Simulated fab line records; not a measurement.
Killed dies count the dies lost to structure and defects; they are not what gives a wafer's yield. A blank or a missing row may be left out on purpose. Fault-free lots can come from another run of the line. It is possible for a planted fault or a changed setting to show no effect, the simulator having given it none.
What tool caused it? | flow berkeley-cmos170 | 21 wafers sampled from 7 lots at 1 step of a route of 331

== WHAT THE GAUGES SHOWED, per wafer ==
UCB170_PFIELD_OVL_MEAS_06.
lot  | measured    | on         | PFIELD_OVL (nm)
L899 | day 5 14:40 | overlay-02 | -9 -6 -2
L900 | day 5 15:39 | overlay-02 | 0 -1 -1
L902 | day 6 04:31 | overlay-01 | 0 -4 -7
L905 | day 6 22:16 | overlay-02 | -1 0 -3
L910 | day 7 17:33 | overlay-02 | -7 -8 3
L916 | day 9 03:48 | overlay-02 | 6 3 -1
L918 | day 9 15:19 | overlay-02 | 0 -3 -1

== TOOL THAT RAN EACH LOT (tool first, then ch and the chambers of the sampled wafers, then the start) ==
Record: no process step prior to these readings.

== THE ANSWER, worked out from the rows above alone ==
Rule: the lots themselves supply what counts as usual. The widest of any qualifying gaps counts: lots, ordered by their means at a reading, are off when they make up no more than a third of the lots, leave a main group of 4 or more, and stand apart from it by 3 or more times the standard deviation of that group's means. A main group whose means are all the same, to the digits that the tables above print for the reading, isn't used. Also off: a lot with no number at a reading for which 4 or more lots have one. Any other lot the step has rows for is counted as sound.
Nothing can be told from this: no lot is off at any reading shown.

== WHAT THE SIMULATOR PUT IN ==
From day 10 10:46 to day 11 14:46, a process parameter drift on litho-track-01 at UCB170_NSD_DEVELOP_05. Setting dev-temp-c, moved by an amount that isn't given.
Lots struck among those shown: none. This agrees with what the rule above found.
